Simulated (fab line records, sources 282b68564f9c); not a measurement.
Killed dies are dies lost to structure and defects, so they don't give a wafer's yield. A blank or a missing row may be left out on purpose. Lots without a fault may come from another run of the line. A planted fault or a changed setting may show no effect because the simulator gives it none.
A struck lot beside a sound one | flow rit_cmos | 15 steps out of a route of 202
Sound: wafers L521.1, L521.3, L521.6. Struck: wafers L530.1, L530.4, L530.5. The cause comes at the end.
At each step with rows: each side's tool, then ch and its chambers, then its first start. Under that, the readings that differ: sound wafers | struck wafers | difference of the means | sigmas: that difference in standard deviations of wafers without a fault.
alike: readings whose means differ by less than 2 such deviations, and words and numbers that are the same on both sides. not compared: withheld readings, readings that some wafer has no value for, bounds like >300 that may hide the same value, and numbers for which the record gives no deviation and whose values overlap.
The two part at a step that has a row with sigmas, a row that says differs or no value, or rows on one side only. Numbers that don't overlap but have no deviation are shown without sigmas and don't part them. A reading that every wafer of one side lacks parts them only if that side has two wafers or more.

RIT_ACTIVE_ETCH_13: etches Si3N4 in SF6, stops on SiO2, time 210 s, target depth 210 nm.
  sound on rie_diel-04 ch 0,3, day 2 03:07; struck on rie_diel-04 ch 1,3, day 3 23:41
  alike: drypump_motor_current_A, oes_product_au, run_length_s, throttle_valve_pct
  not compared: rf_hours_counter_h
RIT_ACTIVE_STRIP_14: strips in O2, time 180 s.
  sound on plasma_asher-03 ch 0, day 2 03:16; struck on plasma_asher-02 ch 1, day 3 23:50
  alike: drypump_motor_current_A
  not compared: rf_hours_counter_h
RIT_ACTIVE_CD_MEAS_90: target cd 1400 nm.
  sound on cd_sem-01, day 2 03:26; struck on cd_sem-01, day 4 00:00
  reading    | sound                | struck               | difference | sigmas
  cd_nm (nm) | 1396.6 1399.4 1399.4 | 1403.4 1403.9 1404.9 | +5.6       | +3
then, 4 steps without rows for these wafers: RIT_ACTIVE_CLEAN_15 (cleans in SC1, time 600 s); RIT_ACTIVE_CLEAN_16 (cleans in dHF, time 30 s); RIT_ACTIVE_CLEAN_17 (cleans in SC2, time 600 s); RIT_FOX1_OXIDATION_00 (target thk 350.7 nm, ox time 1130 s).
RIT_FOX1_THK_MEAS_01:
  sound on film_metro-03, day 2 05:14; struck on film_metro-02, day 4 02:04
  alike: FOX1_OXIDE_THK
then, 2 steps without rows for these wafers: RIT_FOX1_WET_ETCH_02 (etches SiO2 in BOE, target depth 350 nm, time 390 s); RIT_FOX2_OXIDATION_00 (target thk 350.7 nm, ox time 1130 s).
RIT_FOX2_THK_MEAS_01:
  sound on film_metro-04, day 2 06:43; struck on film_metro-04, day 4 03:33
  alike: FOX2_OXIDE_THK
then, 1 step without rows for these wafers: RIT_FOX2_CLEAN_02 (cleans in dHF, time 180 s).
RIT_FOX2_WET_ETCH_03: etches Si3N4 in H3PO4, target depth 195 nm, time 2700 s.
  sound on wet_bench-02 ch 0, day 2 06:50; struck on wet_bench-04 ch 3, day 4 03:40
  reading          | sound          | struck         | difference | sigmas
  run_length_s (s) | 2737 2737 2737 | 2555 2555 2555 | -182       | -55
RIT_FOX2_THK_MEAS_90:
  sound on film_metro-04, day 2 07:40; struck on film_metro-03, day 4 04:25
  alike: FIELD_OXIDE_LEFT_1_THK
RIT_M1_PROBE_99:
  the record has rows for the struck wafers here (prober-01, day 5 20:36) and none for the sound ones

WHERE THEY PART
First at RIT_ACTIVE_CD_MEAS_90; last, within this record, at RIT_M1_PROBE_99.

WHY: what the simulator had put in
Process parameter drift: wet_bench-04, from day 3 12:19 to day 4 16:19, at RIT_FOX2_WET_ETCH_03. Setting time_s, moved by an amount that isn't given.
